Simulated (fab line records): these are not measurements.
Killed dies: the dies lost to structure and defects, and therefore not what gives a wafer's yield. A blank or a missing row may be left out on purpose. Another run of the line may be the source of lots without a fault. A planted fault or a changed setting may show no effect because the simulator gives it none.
Which tool is to blame? | flow berkeley-cmos170 | 15 lots with 45 wafers sampled at 4 steps, on a route of 331 steps

WHAT THE GAUGES SHOWED, per wafer
UCB170_FIELD_THK_MEAS_02. Usual: for FIELD_OXIDE_THK the level is 555 nm and the standard deviation is 9.5.
lot  | measured     | on            | FIELD_OXIDE_THK (nm) | flag
L766 | day 5 02:32  | film-metro-04 | 578 575 572          |
L768 | day 5 15:58  | film-metro-04 | 553 550 548          |
L767 | day 5 21:09  | film-metro-04 | 562 566 556          |
L770 | day 5 21:12  | film-metro-02 | 557 554 558          |
L771 | day 5 21:13  | film-metro-04 | 552 545 544          |
L773 | day 6 07:35  | film-metro-04 | 557 547 541          |
L774 | day 7 08:53  | film-metro-02 | 558 567 571          |
L775 | day 7 08:54  | film-metro-04 | 561 561 560          |
L776 | day 7 08:55  | film-metro-03 | 557 561 570          |
L779 | day 7 16:28  | film-metro-04 | 559 559 559          |
L781 | day 8 09:53  | film-metro-03 | 562 551 561          |
L783 | day 8 15:38  | film-metro-02 | 538 540 547          |
L784 | day 8 15:38  | film-metro-04 | 536 541 533          |
L788 | day 10 03:13 | film-metro-02 | 575 562 564          |
L789 | day 10 14:29 | film-metro-02 | 550 560 556          |

UCB170_M1_CD_MEAS_09: target cd 700 nm. Usual: 700.4 nm for cd-nm, sd 1.6.
lot  | measured     | on        | cd-nm (nm)        | flag
L766 | day 8 14:17  | cd-sem-02 | 701.4 700.0 702.1 |
L768 | day 9 02:32  | cd-sem-01 | 701.2 701.2 700.0 |
L767 | day 9 02:50  | cd-sem-01 | 698.7 698.6 699.3 |
L770 | day 9 02:23  | cd-sem-02 | 697.6 699.4 697.1 |
L771 | day 9 03:12  | cd-sem-01 | 701.6 700.4 700.1 |
L773 | day 9 16:05  | cd-sem-01 | 700.7 700.2 700.4 |
L774 | day 10 12:24 | cd-sem-01 | 699.5 700.5 700.5 |
L775 | day 10 12:32 | cd-sem-01 | 703.0 703.0 701.8 |
L776 | day 10 12:43 | cd-sem-01 | 701.1 700.7 700.3 |
L779 | day 10 23:01 | cd-sem-01 | 700.6 698.1 700.6 |
L781 | day 11 16:10 | cd-sem-02 | - - -             | OFF
L783 | day 12 02:20 | cd-sem-02 | - - -             | OFF
L784 | day 12 02:07 | cd-sem-01 | - - -             | OFF
L788 | day 13 10:01 | cd-sem-01 | 698.6 700.3 699.4 |
L789 | day 13 21:52 | cd-sem-02 | 701.5 702.0 702.6 |

UCB170_M3_RS_MEAS_02: uses a four-point probe to measure. Usual: for M3_AL_RS the level is 0.0319 ohm/sq and the standard deviation is 0.00033.
lot  | measured     | on            | M3_AL_RS (ohm/sq)    | flag
L766 | day 9 00:20  | film-metro-04 | 0.0325 0.0317 0.0315 |
L768 | day 9 14:08  | film-metro-04 | 0.0320 0.0323 0.0320 |
L767 | day 9 15:13  | film-metro-02 | 0.0322 0.0315 0.0315 |
L770 | day 9 12:30  | film-metro-02 | 0.0318 0.0320 0.0324 |
L771 | day 9 16:13  | film-metro-04 | 0.0318 0.0318 0.0315 |
L773 | day 10 01:28 | film-metro-01 | 0.0323 0.0320 0.0326 |
L774 | day 10 22:29 | film-metro-04 | 0.0315 0.0320 0.0316 |
L775 | day 11 00:37 | film-metro-01 | 0.0316 0.0315 0.0315 |
L776 | day 11 01:00 | film-metro-04 | 0.0319 0.0320 0.0317 |
L779 | day 11 10:53 | film-metro-01 | 0.0323 0.0321 0.0322 |
L788 | day 13 21:07 | film-metro-01 | 0.0319 0.0318 0.0324 |
L789 | day 14 08:20 | film-metro-01 | 0.0315 0.0315 0.0319 |

TOOL THAT RAN EACH LOT (tool first, then ch and the chambers of the sampled wafers, then the start)
lot  | UCB170_M1_EXPOSE_06
L766 | krf-scanner-01 ch 0, day 8 13:25
L768 | krf-scanner-01 ch 0, day 9 02:02
L767 | krf-scanner-01 ch 0, day 9 02:10
L770 | krf-scanner-02 ch 0, day 9 01:47
L771 | krf-scanner-02 ch 0, day 9 02:36
L773 | krf-scanner-02 ch 0, day 9 15:41
L774 | krf-scanner-01 ch 0, day 10 11:32
L775 | krf-scanner-02 ch 0, day 10 11:47
L776 | krf-scanner-01 ch 0, day 10 12:03
L779 | krf-scanner-01 ch 0, day 10 22:04
L781 | krf-scanner-02, day 11 15:36
L783 | krf-scanner-01, day 12 01:51
L784 | krf-scanner-01, day 12 01:44
L788 | krf-scanner-02 ch 0, day 13 09:38
L789 | krf-scanner-01 ch 0, day 13 21:02
- UCB170_M1_EXPOSE_06: exposes mask METAL1, target cd 700 nm.

WHAT THE TOOLS THEMSELVES READ (means of the sampled wafers that have a number; where no wafer has one, the mark that the record gives instead)
UCB170_M1_EXPOSE_06. Usual: exposure-dose-mJ-cm2 21.16, standard deviation 0.17; focus-offset-nm 0.0 nm, standard deviation 0.53.
lot  | tool           | exposure-dose-mJ-cm2 | focus-offset-nm (nm) | flag
L766 | krf-scanner-01 | 20.97                | 0.2                  |
L768 | krf-scanner-01 | 21.36                | -0.1                 |
L767 | krf-scanner-01 | 21.33                | 0.3                  |
L770 | krf-scanner-02 | 20.99                | -0.1                 |
L771 | krf-scanner-02 | 20.97                | -0.2                 |
L773 | krf-scanner-02 | 20.94                | 0.3                  |
L774 | krf-scanner-01 | 21.29                | -0.6                 |
L775 | krf-scanner-02 | 20.98                | -0.3                 |
L776 | krf-scanner-01 | 21.31                | -0.2                 |
L779 | krf-scanner-01 | 21.34                | -0.4                 |
L781 | krf-scanner-02 | -                    | -                    | OFF
L783 | krf-scanner-01 | -                    | -                    | OFF
L784 | krf-scanner-01 | -                    | -                    | OFF
L788 | krf-scanner-02 | 20.97                | 0.1                  |
L789 | krf-scanner-01 | 21.33                | -0.1                 |

THE ANSWER, worked out from the rows above alone
Rule: a lot is off if the mean of its wafers that have a number lies more than 3 standard deviations from the usual mean. A lot without any number at a reading at which 4 lots or more have one is off too. Any other lot the step has rows for is counted as sound. After the gauges, taken in route order, come the tools' own readings; for these a lot's mean is taken, as printed above. At the first step where some lot is off, the reading lying furthest off is the one used; lots without a number count as furthest.
Off at UCB170_M1_CD_MEAS_09 (cd-nm): L781, L783, L784. Without a number there: L781, L783, L784.
A tool fits if, at a process step before that reading, it ran every lot that is off, and no sound lot after the first of them. The gauges at UCB170_M1_CD_MEAS_09 aren't tried: what is off there is off at UCB170_M1_EXPOSE_06 too, on other tools, and a gauge's error can't cause that. Of those tried, none fits.

WHAT WAS PUT IN BY THE SIMULATOR
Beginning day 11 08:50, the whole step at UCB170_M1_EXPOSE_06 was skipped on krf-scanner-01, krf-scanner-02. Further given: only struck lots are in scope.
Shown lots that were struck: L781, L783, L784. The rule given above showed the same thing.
